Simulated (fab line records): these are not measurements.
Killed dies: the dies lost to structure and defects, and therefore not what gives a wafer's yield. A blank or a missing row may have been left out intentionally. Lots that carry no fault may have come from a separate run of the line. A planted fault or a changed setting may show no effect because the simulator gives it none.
A lot that was struck, set against a sound lot	flow rit cmos	26 steps out of a route of 202
Sound: wafers L412.1, L412.5, L412.6. Struck: wafers L419.2, L419.4, L419.5. The cause comes at the end.
Order at every step that has rows: each side's tool, ch and its chambers, its first start. Under that, the readings that differ: sound wafers	struck wafers	difference of the means	sigmas: that difference in standard deviations of wafers without a fault.
alike: readings with means less than 2 such deviations apart, plus words and numbers identical on both sides. not compared: withheld readings, readings lacking a value on some wafer, bounds such as >300 that could conceal the same value, and numbers that have no deviation in the record and whose values overlap.
A row with sigmas, a row that says differs or no value, or rows on one side alone: a step with any of these is where the two part. When numbers do not overlap yet have no deviation, they are printed without sigmas and do not part them. A reading missing from all wafers of one side parts the sides only when that side holds two or more wafers.

first, 4 steps without rows for these wafers: RIT_CONTACT_SOFTBAKE_04 (time 60 s); RIT_CONTACT_EXPOSE_05 (exposes mask M11, target cd 1000 nm); RIT_CONTACT_PEB_06; RIT_CONTACT_DEVELOP_07 (develop time 120 s).
RIT_CONTACT_CD_MEAS_08 targets a cd of 1000 nm.
  sound on cd sem-01, day 3 07:57; struck on cd sem-02, day 4 19:22
  alike: cd nm
RIT_CONTACT_OVL_MEAS_09:
  sound on overlay-01, day 3 08:04; struck on overlay-01, day 4 19:28
reading	sound	struck	difference	sigmas
CONTACT_OVL (nm)	-0.5 -1.9 -1.5	1.5 1.8 3.3	+3.5	+2
then, 1 step without rows for these wafers: RIT_CONTACT_HARDBAKE_10 (time 60 s).
RIT_CONTACT_ETCH_11: etches SiO2 in CHF3/CF4/Ar, stops on TiSi2, target depth 480 nm, time 320 s.
  sound on rie diel-01 ch 0,3, day 3 08:16; struck on rie diel-04 ch 0,1, day 4 19:39
  alike: drypump motor current A, oes product au, rf fwd power W, throttle valve pct
  not compared: rf hours counter h
RIT_CONTACT_STRIP_12: strips in O2, time 180 s.
  sound on plasma asher-04 ch 0,1, day 3 08:27; struck on plasma asher-04 ch 0,1, day 4 19:50
  alike: drypump motor current A
  not compared: rf hours counter h
RIT_CONTACT_CD_MEAS_90 targets a cd of 1000 nm.
  sound on cd sem-01, day 3 08:38; struck on cd sem-02, day 4 20:02
  alike: cd nm
then, 2 steps without rows for these wafers: RIT_CONTACT_CLEAN_13 (cleans in SC1, time 600 s); RIT_CONTACT_CLEAN_14 (cleans in SC2, time 600 s).
RIT_M1_SPUTTER_00: material Al, target thk 400 nm, time 500 s.
  sound on pvd sputter-04, day 3 09:06; struck on pvd sputter-03, day 4 20:29
reading	sound	struck	difference	sigmas
model.Al_of_M1_SPUTTER_00.thk nm (nm)	405.8 402.2 406.8	547.4 548.4 548.1	+143.0	
  alike: substrate temp c, throttle valve pct
RIT_M1_RS_MEAS_01: the measuring method here is four-point-probe.
  sound on film metro-03, day 3 09:23; struck on film metro-04, day 4 21:45
reading	sound	struck	difference	sigmas
M1_AL_RS (ohm/sq)	0.0724 0.0730 0.0720	0.0534 0.0532 0.0534	-0.0191	-25
  not compared: hold
RIT_M1_THK_MEAS_02: measures by xrf.
  sound on film metro-03, day 3 09:31; struck on film metro-04, day 5 03:53
reading	sound	struck	difference	sigmas
M1_AL_THK (nm)	407 406 409	555 553 552	+146	+33
  not compared: hold
then, 5 steps without rows for these wafers: RIT_M1_COAT_04 (resist thk 1300 nm); RIT_M1_SOFTBAKE_05 (time 60 s); RIT_M1_EXPOSE_06 (exposes mask M12, target cd 2600 nm); RIT_M1_PEB_07; RIT_M1_DEVELOP_08 (develop time 68 s).
RIT_M1_CD_MEAS_09 targets a cd of 2600 nm.
  sound on cd sem-02, day 3 10:44; struck on cd sem-01, day 5 09:46
  alike: cd nm
RIT_M1_OVL_MEAS_10:
  sound on overlay-02, day 3 10:51; struck on overlay-01, day 5 09:52
  alike: M1_OVL
then, 1 step without rows for these wafers: RIT_M1_HARDBAKE_11 (time 120 s).
RIT_M1_METAL_ETCH_12: etches Al in Cl2/BCl3, stops on SiO2, time 165 s, target depth 600 nm.
  sound on rie metal-01 ch 0,1, day 3 11:08; struck on rie metal-02 ch 0,1, day 5 10:08
reading	sound	struck	difference	sigmas
oes product au (a.u.)	0.792 0.784 0.765	0.942 0.941 0.953	+0.165	+13
  alike: drypump motor current A, rf fwd power W, throttle valve pct
  not compared: rf hours counter h
then, 1 step without rows for these wafers: RIT_M1_STRIP_13 (strips in nmp, time 600 s).
RIT_M1_PROBE_99:
  sound on prober-02, day 3 13:23; struck on prober-02, day 5 21:32
reading	sound	struck	difference	sigmas
hold	- - -	await dispo/8.8h/release await dispo/8.8h/release await dispo/8.8h/release	no value on the sound wafers	
  alike: defect limited yield, killed at contacts, killed at front end, killed dies, killed open, killed short, sort_bin_3_pad_short, sort_bin_5_function, sort_bin_6_memory, sort n pass, sort yield pct

## WHERE THEY PART
At RIT_CONTACT_OVL_MEAS_09 first; at RIT_M1_PROBE_99 last (within this record only).

WHY: what the simulator had put in
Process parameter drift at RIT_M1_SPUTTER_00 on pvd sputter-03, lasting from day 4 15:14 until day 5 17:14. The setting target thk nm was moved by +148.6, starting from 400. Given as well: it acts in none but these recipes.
